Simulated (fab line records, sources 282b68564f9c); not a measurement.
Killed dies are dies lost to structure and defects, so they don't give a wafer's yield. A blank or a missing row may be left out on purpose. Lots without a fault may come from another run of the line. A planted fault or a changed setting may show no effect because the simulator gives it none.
Split-lot experiment | flow rit_cmos | 5 lots, 27 wafers read, on a route of 202 steps

THE SPLIT
At RIT_M1_DEVELOP_08 (develop time 68 s), the setting develop_time_s was moved away from the recipe's 68 s on 9 of the 27 wafers read, by -23.8% to +53.5%. The other wafers ran this setting at the recipe's value.

FROM THE SPLIT TO THE READING: what the file shows between them, 5 steps
- RIT_M1_CD_MEAS_09: target cd 2600 nm
- RIT_M1_HARDBAKE_11: time 120 s
- RIT_M1_METAL_ETCH_12: etches Al in Cl2/BCl3, stops on SiO2, time 165 s, target depth 600 nm
- RIT_M1_STRIP_13: strips in nmp, time 621.8 s
- RIT_M1_STRIP_14: strips in O2, time 180 s

THE READING
cd_nm, in nm, at RIT_M1_CD_MEAS_90 (target cd 2600 nm). Fault-free wafers of this fab line usually give 2600.7 nm, standard deviation 2.9 nm.

wafer  | tool, chamber at the split | develop_time_s as run, s | against the recipe | cd_nm, nm | against lot-mates on the recipe
L074.1 | litho_track-02, 0          | 68                       | recipe             | 2599.7    | -
L074.2 | litho_track-02, 0          | 68                       | recipe             | 2597.1    | -
L074.3 | litho_track-02, 0          | 68                       | recipe             | 2599.4    | -
L074.4 | litho_track-02, 0          | 68                       | recipe             | 2599.0    | -
L074.5 | litho_track-02, 0          | 68                       | recipe             | 2598.4    | -
L074.6 | litho_track-02, 0          | 68                       | recipe             | 2598.4    | -
L077.1 | litho_track-02, 0          | 51.84                    | -23.8%             | 2625.3    | +26.2
L077.2 | litho_track-02, 0          | 68                       | recipe             | 2597.3    | -
L077.3 | litho_track-02, 0          | 51.84                    | -23.8%             | 2625.2    | +26.1
L077.4 | litho_track-02, 0          | 68                       | recipe             | 2600.5    | -
L077.5 | litho_track-02, 0          | 51.84                    | -23.8%             | 2624.7    | +25.6
L077.6 | litho_track-02, 0          | 68                       | recipe             | 2599.6    | -
L078.2 | litho_track-01, 0          | 68                       | recipe             | 2595.8    | -
L078.4 | litho_track-01, 0          | 68                       | recipe             | 2595.2    | -
L078.5 | litho_track-01, 0          | 68                       | recipe             | 2592.5    | -
L080.1 | litho_track-01, 0          | 68                       | recipe             | 2598.9    | -
L080.2 | litho_track-01, 0          | 104.4                    | +53.5%             | 2561.6    | -38.3
L080.3 | litho_track-01, 0          | 68                       | recipe             | 2601.0    | -
L080.4 | litho_track-01, 0          | 104.4                    | +53.5%             | 2562.4    | -37.5
L080.5 | litho_track-01, 0          | 104.4                    | +53.5%             | 2564.3    | -35.6
L080.6 | litho_track-01, 0          | 68                       | recipe             | 2599.8    | -
L081.1 | litho_track-03, 0          | 68                       | recipe             | 2604.9    | -
L081.2 | litho_track-03, 0          | 68                       | recipe             | 2602.8    | -
L081.3 | litho_track-03, 0          | 85.16                    | +25.2%             | 2580.2    | -23.3
L081.4 | litho_track-03, 0          | 68                       | recipe             | 2602.8    | -
L081.5 | litho_track-03, 0          | 85.16                    | +25.2%             | 2583.8    | -19.7
L081.6 | litho_track-03, 0          | 85.16                    | +25.2%             | 2584.0    | -19.5

THE FIT
A straight line over all 27 wafers: cd_nm changes by -0.754 nm for each +1% of develop_time_s; r = -0.97; the points scatter about the line by 3.8 nm.
The same after taking each lot's own level away (the mean of its wafers on the recipe; 27 wafers): -0.786 nm for each +1%; r = -0.98; scatter 3 nm.
On that fit, the largest move of develop_time_s shifts the reading by 42 nm.
The lots' own levels span 2594.50 to 2603.50 nm, that is 3.1 times the standard deviation above.
So the lot-to-lot level changes the slope little: the two slopes agree.
Check: with one of the wafers moved furthest among these (+53.5%) left out of the fit, the line predicts -41.6 nm for it against its lot-mates. It came out at -38.3 nm against them.

OTHER SPLITS ON THESE WAFERS
These wafers also went through other splits before the reading. Each is held against what the fit with the lots' levels taken away leaves over:
other split on the same wafers | wafers away from the commonest value | r with cd_nm (lot level and that fit taken away)
RIT_ACTIVE_ETCH_13 time_s      | 12                                   | -0.24

THE WHOLE CHAIN: every reading that the file lists as answering this split, in the file's order
step                 | what it does                                                          | reading                                                            | change (the file's fit)               | r (the file's)
RIT_M1_CD_MEAS_09    | target cd 2600 nm                                                     | cd_nm                                                              | -0.761 nm for each +1% of the setting | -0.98
RIT_M1_METAL_ETCH_12 | etches Al in Cl2/BCl3, stops on SiO2, time 165 s, target depth 600 nm | M1.cd_nm (the simulator's own value, which no gauge read)          | -0.77 nm for each +1% of the setting  | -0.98
RIT_M1_CD_MEAS_90    | target cd 2600 nm                                                     | cd_nm                                                              | -0.77 nm for each +1% of the setting  | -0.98
RIT_M1_PROBE_99      |                                                                       | etest.m1.width_nm (the simulator's own value, which no gauge read) | -0.686 nm for each +1% of the setting | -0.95

THE FILE'S OWN FIT
cd_nm changes by -0.77 nm for each +1% of develop_time_s, r = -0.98.
